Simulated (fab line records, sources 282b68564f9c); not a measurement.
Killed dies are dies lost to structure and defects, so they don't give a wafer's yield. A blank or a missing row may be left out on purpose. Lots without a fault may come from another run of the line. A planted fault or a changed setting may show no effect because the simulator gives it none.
Split-lot experiment | flow rit_cmos | 5 lots, 23 wafers read, on a route of 202 steps

THE SPLIT
At RIT_SDANNEAL_RTA_03 (time 5 s), the setting time_s was moved away from the recipe's 5 s on 7 of the 23 wafers read, by -9.0% to +13.9%. The other wafers ran this setting at the recipe's value.

The file shows no step between the split and the reading.

THE READING
PSD_RS, in ohm/sq, at RIT_SDANNEAL_RS_MEAS_04 (measures by four-point-probe). Fault-free wafers of this fab line usually give 116.9 ohm/sq, standard deviation 0.31 ohm/sq.

wafer  | tool, chamber at the split | time_s as run, s | against the recipe | PSD_RS, ohm/sq | against lot-mates on the recipe
L077.1 | rtp_anneal-02, 0           | 4.548            | -9.0%              | 117.5          | +1.0
L077.3 | rtp_anneal-02, 0           | 5                | recipe             | 116.4          | -
L077.4 | rtp_anneal-02, 0           | 5                | recipe             | 116.5          | -
L077.5 | rtp_anneal-02, 0           | 4.548            | -9.0%              | 117.6          | +1.1
L077.6 | rtp_anneal-02, 0           | 4.548            | -9.0%              | 117.8          | +1.3
L080.1 | rtp_anneal-01, 0           | 5                | recipe             | 116.4          | -
L080.2 | rtp_anneal-01, 0           | 5                | recipe             | 116.7          | -
L080.3 | rtp_anneal-01, 0           | 5                | recipe             | 116.7          | -
L080.4 | rtp_anneal-01, 0           | 5                | recipe             | 116.7          | -
L080.5 | rtp_anneal-01, 0           | 5                | recipe             | 116.5          | -
L081.1 | rtp_anneal-02, 0           | 5                | recipe             | 116.4          | -
L081.2 | rtp_anneal-02, 0           | 5                | recipe             | 116.6          | -
L081.4 | rtp_anneal-02, 0           | 5                | recipe             | 116.8          | -
L081.5 | rtp_anneal-02, 0           | 4.636            | -7.3%              | 117.8          | +1.2
L081.6 | rtp_anneal-02, 0           | 4.636            | -7.3%              | 117.5          | +0.9
L083.2 | rtp_anneal-02, 0           | 5                | recipe             | 117.3          | -
L083.3 | rtp_anneal-02, 0           | 5                | recipe             | 117.2          | -
L083.4 | rtp_anneal-02, 0           | 5.697            | +13.9%             | 114.8          | -2.5
L083.5 | rtp_anneal-02, 0           | 5                | recipe             | 117.3          | -
L083.6 | rtp_anneal-02, 0           | 5.697            | +13.9%             | 115.2          | -2.1
L084.2 | rtp_anneal-01, 0           | 5                | recipe             | 117.2          | -
L084.5 | rtp_anneal-01, 0           | 5                | recipe             | 116.9          | -
L084.6 | rtp_anneal-01, 0           | 5                | recipe             | 117.3          | -

THE FIT
A straight line over all 23 wafers: PSD_RS changes by -0.116 ohm/sq for each +1% of time_s; r = -0.91; the points scatter about the line by 0.32 ohm/sq.
The same after taking each lot's own level away (the mean of its wafers on the recipe; 23 wafers): -0.15 ohm/sq for each +1%; r = -0.98; scatter 0.16 ohm/sq.
On that fit, the largest move of time_s shifts the reading by 2.1 ohm/sq.
The lots' own levels span 116.45 to 117.27 ohm/sq, that is 2.6 times the standard deviation above.
So the lot-to-lot level changes the slope: the two fits differ.
Check: with one of the wafers moved furthest among these (+13.9%) left out of the fit, the line predicts -1.97 ohm/sq for it against its lot-mates. It came out at -2.47 ohm/sq against them.

OTHER SPLITS ON THESE WAFERS
These wafers also went through other splits before the reading. Each is held against what the fit with the lots' levels taken away leaves over:
other split on the same wafers | wafers away from the commonest value | r with PSD_RS (lot level and that fit taken away)
RIT_SPACER_CVD_03 temp_c       | 10                                   | +0.11
RIT_NSD_SOFTBAKE_02 temp_c     | 6                                    | +0.31
RIT_PSD_COAT_01 resist_thk_nm  | 8                                    | -0.10
RIT_PSD_HARDBAKE_07 temp_c     | 9                                    | -0.19

THE FILE'S OWN FIT
PSD_RS changes by -0.153 ohm/sq for each +1% of time_s, r = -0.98.
